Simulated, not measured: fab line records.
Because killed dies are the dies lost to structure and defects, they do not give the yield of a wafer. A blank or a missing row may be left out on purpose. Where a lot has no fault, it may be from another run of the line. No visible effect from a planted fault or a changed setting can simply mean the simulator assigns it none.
Which of the tools did it? -- flow berkeley_cmos170 -- Sampling: 7 lots, 21 wafers, 2 of 331 route steps

WHAT EACH GAUGE READ, for each wafer
UCB170_ACTIVE_OVL_MEAS_14.
lot,measured,on,ACTIVE_OVL (nm)
L657,day 5 03:02,overlay-01,-1 -1 7
L662,day 6 00:07,overlay-01,3 -3 3
L664,day 6 14:08,overlay-01,1 3 -1
L666,day 6 13:38,overlay-01,-10 2 -7
L672,day 8 08:53,overlay-02,-6 -5 -5
L677,day 9 05:19,overlay-02,-5 3 -9

EACH LOT AND THE TOOL THAT RAN IT (in order: tool; ch and the chambers of the sampled wafers; start)
lot,UCB170_NWELL_PEB_10
L657,"litho_track-01 ch 0, day 2 22:00"
L662,"litho_track-01 ch 0, day 3 16:41"
L664,"litho_track-02 ch 0, day 4 04:26"
L666,"litho_track-01 ch 0, day 4 13:56"
L670,"litho_track-02, day 5 07:23"
L672,"litho_track-03 ch 0, day 5 21:46"
L677,"litho_track-02 ch 0, day 7 00:49"
- UCB170_NWELL_PEB_10

THE ANSWER, worked out from the rows above alone
Rule: the usual values come from the lots themselves. The widest of any qualifying gaps counts: lots, ordered by their means at a reading, are off when they make up no more than a third of the lots, leave a main group of 4 or more, and stand apart from it by 3 or more times the standard deviation of that group's means. A main group whose means are all the same, to the digits that the tables above print for the reading, isn't used. A lot without any number at a reading at which 4 lots or more have one is off too. The other lots that the step has rows for count as sound.
Nothing can be told from this: no lot is off at any reading shown.

WHAT HAD BEEN PUT IN BY THE SIMULATOR
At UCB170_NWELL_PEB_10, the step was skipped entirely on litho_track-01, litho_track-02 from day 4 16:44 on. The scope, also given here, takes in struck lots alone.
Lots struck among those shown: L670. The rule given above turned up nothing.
